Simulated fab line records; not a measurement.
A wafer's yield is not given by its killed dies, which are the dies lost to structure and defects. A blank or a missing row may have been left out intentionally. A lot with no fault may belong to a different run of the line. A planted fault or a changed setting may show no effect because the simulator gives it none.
Code-filled problem report in 8D (eight disciplines) form ; flow berkeley_cmos170 ; the parts of the form that need people (team, actions taken, sign-off) are left out

== 1. WHAT IS WRONG ==
Mean PLDD_TW at UCB170_PLDD_TW_MEAS_11: 1094 over 6 wafers in 2 lots; fault-free wafers: 1012, standard deviation 5.5. That is +15 standard deviations from the usual mean.
Earliest sighting: wafer L555.4 on film_metro-03 at day 8 15:07. The record has a number at this step for 42 wafers belonging to 14 lots. Rule for "out", or "out of limits": more than 4 standard deviations from the usual mean. The other wafers with a number count as sound.

== 2. WHAT THIS IS AND IS NOT ==
question;is;is not
which readings at this step;PLDD_TW;-
which lots;L555, L557;L544, L546, L548, L549, L550, L551, L556, L558, L559, L565, L566, L567
which wafers of those lots;all that have a number;-
read on which gauges;film_metro-02, film_metro-03;film_metro-04
when;from day 8 15:07;"up to then (18 sound wafers); but 18 sound wafers of L556, L558, L559, L565, L566, L567 came after"

== 3. SUSPECTS, AND WHAT RULES EACH OUT ==
Counting: a tool at any process step up to the reading remains a suspect when it ran all the lots that are out and ran no sound lot after the first of those.
- the gauge at UCB170_PLDD_TW_MEAS_11 has been ruled out. 2 gauges (film_metro-02, film_metro-03) read the wafers that are out.
- implanter-04 at UCB170_PLDD_IMPLANT_08: kept. It ran every lot that is out, first L555 (day 8 14:46), and no sound lot after that; its last sound lot up to then is L551 (day 7 15:13). On those wafers its own readings are out: beam_on_s, dose_ions_cm2, faraday_current_uA.
The count leaves implanter-04 at UCB170_PLDD_IMPLANT_08.

== 4. THE CAUSE (what the simulator had put in) ==
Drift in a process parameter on implanter-04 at UCB170_PLDD_IMPLANT_08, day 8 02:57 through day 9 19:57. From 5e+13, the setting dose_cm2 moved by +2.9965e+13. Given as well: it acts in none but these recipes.
This tool alone remained once counting was done.

== 5. SEQUENCE OF EFFECTS, ordered by route ==
Each row: a reading where the mean over the struck wafers with a number is more than 3 standard deviations away from the usual. Scope: only readings with a usual standard deviation given in the record; hours: median across lots of the time from each lot's start at the first step in this table that gives one to its start at this step; sigmas: change in usual standard deviations.
hours;step;reading;usual;on struck wafers;change;sigmas
0;UCB170_PLDD_IMPLANT_08;beam_on_s;9.99 s;14.01;+4.02;+19
0;UCB170_PLDD_IMPLANT_08;dose_ions_cm2;5e+13;8e+13;+3e+13;+99 or more
0;UCB170_PLDD_IMPLANT_08;faraday_current_uA;159;181;+22;+6.5
0;UCB170_PLDD_TW_MEAS_11;PLDD_TW;1012;1094;+82;+15
14;UCB170_SDANNEAL_RS_MEAS_04;PLDD_RS;1032.2 ohm/sq;841.0;-191.2;-66
The process steps in it:
- UCB170_PLDD_IMPLANT_08

== 6. HOW IT WOULD HAVE BEEN CAUGHT EARLIER ==
12 hours passed between the start of the fault at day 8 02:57 and the first reading out of limits at a measuring or inspecting step in this record, taken at day 8 15:07.
Tool's own readings at UCB170_PLDD_IMPLANT_08, beam_on_s, dose_ions_cm2, faraday_current_uA: out on all struck wafers the step has rows for; an alarm limit on them would have tripped on the first.
Of the lots that are out (2), L557 began UCB170_PLDD_IMPLANT_08 on implanter-04 after day 8 15:07. Putting the tool on hold at that point would have spared it.
